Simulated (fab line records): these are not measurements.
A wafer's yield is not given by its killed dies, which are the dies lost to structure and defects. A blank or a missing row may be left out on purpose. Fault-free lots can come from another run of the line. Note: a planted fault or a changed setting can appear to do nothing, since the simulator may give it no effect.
Which tool did it? + flow berkeley cmos170 + Sampling: 14 lots, 42 wafers, 5 of 331 route steps

== WHAT THE GAUGES READ, wafer by wafer ==
UCB170_NWELL_TW_MEAS_16.
| lot  | measured    | on            | NWELL_TW       |
|------|-------------|---------------|----------------|
| L760 | day 2 12:26 | film metro-02 | 1255 1251 1253 |
| L761 | day 2 12:29 | film metro-02 | 1250 1260 1261 |
| L762 | day 2 23:47 | film metro-04 | 1259 1247 1247 |
| L763 | day 3 06:07 | film metro-01 | 1251 1256 1255 |
| L764 | day 3 06:22 | film metro-01 | 1260 1249 1254 |
| L765 | day 3 14:17 | film metro-01 | 1250 1258 1253 |
| L767 | day 3 22:36 | film metro-01 | 1254 1253 1248 |
| L768 | day 4 04:16 | film metro-02 | 1258 1267 1258 |
| L770 | day 4 21:17 | film metro-01 | 1254 1251 1254 |
| L773 | day 5 07:53 | film metro-02 | 1257 1254 1255 |
| L778 | day 6 01:47 | film metro-02 | 1255 1256 1255 |
| L776 | day 6 02:03 | film metro-01 | 1261 1256 1262 |
| L780 | day 6 19:52 | film metro-04 | 1252 1253 1252 |
| L782 | day 6 20:09 | film metro-01 | 1254 1262 1262 |

UCB170_PFIELD_TW_MEAS_09.
| lot  | measured    | on            | PFIELD_TW   |
|------|-------------|---------------|-------------|
| L760 | day 5 03:22 | film metro-01 | 605 602 609 |
| L761 | day 5 03:08 | film metro-01 | 603 604 603 |
| L762 | day 5 13:37 | film metro-02 | 605 604 602 |
| L763 | day 5 18:34 | film metro-04 | 602 608 603 |
| L764 | day 5 18:22 | film metro-01 | 606 606 608 |
| L765 | day 6 07:58 | film metro-01 | 605 604 602 |
| L767 | day 6 11:54 | film metro-01 | 606 606 603 |
| L768 | day 6 12:20 | film metro-04 | 604 602 602 |
| L770 | day 7 02:39 | film metro-01 | 604 603 603 |
| L773 | day 7 19:30 | film metro-04 | 705 705 703 |
| L778 | day 8 11:46 | film metro-01 | 601 601 606 |
| L776 | day 8 11:49 | film metro-01 | 700 697 694 |
| L780 | day 9 09:19 | film metro-04 | 596 593 594 |
| L782 | day 9 09:13 | film metro-02 | 609 610 609 |

UCB170_FIELD_THK_MEAS_90.
| lot  | measured     | on            | FIELD_OXIDE_LEFT_1_THK (nm) |
|------|--------------|---------------|-----------------------------|
| L760 | day 5 20:13  | film metro-01 | 433 427 428                 |
| L761 | day 5 20:13  | film metro-03 | 430 433 438                 |
| L762 | day 6 06:58  | film metro-04 | 446 434 446                 |
| L763 | day 6 11:46  | film metro-03 | 434 435 434                 |
| L764 | day 6 11:47  | film metro-04 | 425 411 415                 |
| L765 | day 7 00:48  | film metro-04 | 438 444 440                 |
| L767 | day 7 04:58  | film metro-04 | 433 434 438                 |
| L768 | day 7 05:01  | film metro-04 | 424 435 439                 |
| L770 | day 7 16:31  | film metro-01 | 443 445 442                 |
| L773 | day 8 11:34  | film metro-01 | 433 431 419                 |
| L778 | day 9 04:43  | film metro-04 | 436 435 438                 |
| L776 | day 9 04:41  | film metro-01 | 441 435 442                 |
| L780 | day 10 00:08 | film metro-03 | 442 438 441                 |
| L782 | day 10 00:08 | film metro-01 | 423 433 437                 |

UCB170_SACOX_THK_MEAS_02.
| lot  | measured     | on            | SACOX_OXIDE_THK (nm) |
|------|--------------|---------------|----------------------|
| L760 | day 6 03:18  | film metro-01 | 14.15 13.97 14.00    |
| L761 | day 6 03:21  | film metro-01 | 14.31 14.25 14.38    |
| L762 | day 6 12:10  | film metro-03 | 14.88 14.53 14.60    |
| L763 | day 6 17:56  | film metro-03 | 14.66 14.63 14.74    |
| L764 | day 6 17:57  | film metro-01 | 14.44 14.38 14.31    |
| L765 | day 7 05:40  | film metro-01 | 14.28 14.33 14.27    |
| L767 | day 7 10:01  | film metro-01 | 14.53 14.40 14.48    |
| L768 | day 7 10:04  | film metro-01 | 14.18 14.17 13.93    |
| L770 | day 7 22:09  | film metro-02 | 13.99 14.23 14.18    |
| L773 | day 8 18:36  | film metro-02 | 13.86 14.01 13.93    |
| L778 | day 9 09:07  | film metro-02 | 14.50 14.77 14.61    |
| L776 | day 9 09:09  | film metro-01 | 14.90 14.95 14.95    |
| L780 | day 10 06:31 | film metro-02 | 14.45 14.24 14.22    |
| L782 | day 10 06:32 | film metro-03 | 14.58 14.49 14.46    |

== WHICH TOOL RAN EACH LOT (tool, then ch and the chambers of the sampled wafers, then the start) ==
| lot  | UCB170_PFIELD_IMPLANT_07       |
|------|--------------------------------|
| L760 | implanter-01 ch 0, day 5 03:08 |
| L761 | implanter-02 ch 0, day 5 02:53 |
| L762 | implanter-01 ch 0, day 5 13:23 |
| L763 | implanter-02 ch 0, day 5 18:19 |
| L764 | implanter-01 ch 0, day 5 18:09 |
| L765 | implanter-03 ch 0, day 6 07:44 |
| L767 | implanter-03 ch 0, day 6 11:41 |
| L768 | implanter-03 ch 0, day 6 12:05 |
| L770 | implanter-01 ch 0, day 7 02:21 |
| L773 | implanter-03 ch 0, day 7 19:16 |
| L778 | implanter-01 ch 0, day 8 11:28 |
| L776 | implanter-03 ch 0, day 8 11:34 |
| L780 | implanter-02 ch 0, day 9 09:04 |
| L782 | implanter-01 ch 0, day 9 08:59 |
- UCB170_PFIELD_IMPLANT_07

== WHAT THE TOOLS THEMSELVES READ (means of the sampled wafers that have a number; where no wafer has one, the mark that the record gives instead) ==
UCB170_PFIELD_IMPLANT_07.
| lot  | tool         | dose ions cm2 | end station pressure torr (Torr) | faraday current uA |
|------|--------------|---------------|----------------------------------|--------------------|
| L760 | implanter-01 | 2e+13         | 4.75e-06                         | 63.7               |
| L761 | implanter-02 | 2e+13         | 4.81e-06                         | 64.2               |
| L762 | implanter-01 | 2e+13         | 5.13e-06                         | 64.8               |
| L763 | implanter-02 | 2e+13         | 5.04e-06                         | 64.0               |
| L764 | implanter-01 | 2e+13         | 5.27e-06                         | 64.7               |
| L765 | implanter-03 | 2e+13         | 4.81e-06                         | 64.9               |
| L767 | implanter-03 | 2e+13         | 5.20e-06                         | 63.8               |
| L768 | implanter-03 | 2e+13         | 5.02e-06                         | 63.0               |
| L770 | implanter-01 | 2e+13         | 4.98e-06                         | 64.4               |
| L773 | implanter-03 | 3e+13         | 4.96e-06                         | 100.3              |
| L778 | implanter-01 | 2e+13         | 5.12e-06                         | 62.7               |
| L776 | implanter-03 | 3e+13         | 5.03e-06                         | 101.3              |
| L780 | implanter-02 | 2e+13         | 4.85e-06                         | 64.2               |
| L782 | implanter-01 | 2e+13         | 5.32e-06                         | 62.0               |

== THE ANSWER, worked out from the rows above alone ==
Rule: the usual values come from the lots themselves. Put in order of their means at a reading, lots are off if they are a third of the lots or fewer, leave a main group of 4 or more, and stand apart from it by a gap of 3 or more times the standard deviation of the main group's means; of several such gaps the widest counts. A main group whose means are all the same, to the digits that the tables above print for the reading, isn't used. Also off: a lot with no number at a reading for which 4 or more lots have one. Any other lot the step has rows for is counted as sound. Order of review: gauges by route order, followed by the tools' own readings, for which a lot's mean as printed above is used. The first step at which some lot is off is used, and at that step the reading that is off furthest; a lot without a number counts as furthest.
Off: at UCB170_PFIELD_TW_MEAS_09 (PFIELD_TW), L773, L776. The main group: mean 604, standard deviation 3.4.
A tool fits if, at a process step before that reading, it ran every lot that is off, and no sound lot after the first of them. The gauges at UCB170_PFIELD_TW_MEAS_09 aren't tried: what is off there is off at UCB170_PFIELD_IMPLANT_07 too, on other tools, and a gauge's error can't cause that. One fits: UCB170_PFIELD_IMPLANT_07 on implanter-03. Its last sound lot is L768 (day 6 12:05), its first lot that is off L773 (day 7 19:16): a fault that began between those two fits.
The tool's own readings at UCB170_PFIELD_IMPLANT_07 bear it out: on the lots that are off they differ by more than 5 times the standard deviation of the sound lots' means. dose ions cm2 reads 3e+13 there against 2e+13 on the sound lots; faraday current uA reads 100.8 there against 63.9 on the sound lots.

== WHAT WAS PUT IN BY THE SIMULATOR ==
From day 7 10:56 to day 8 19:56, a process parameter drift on implanter-03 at UCB170_PFIELD_IMPLANT_07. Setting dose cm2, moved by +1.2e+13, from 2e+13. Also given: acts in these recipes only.
Lots struck among those shown: L773, L776. The rule given above showed the same thing.
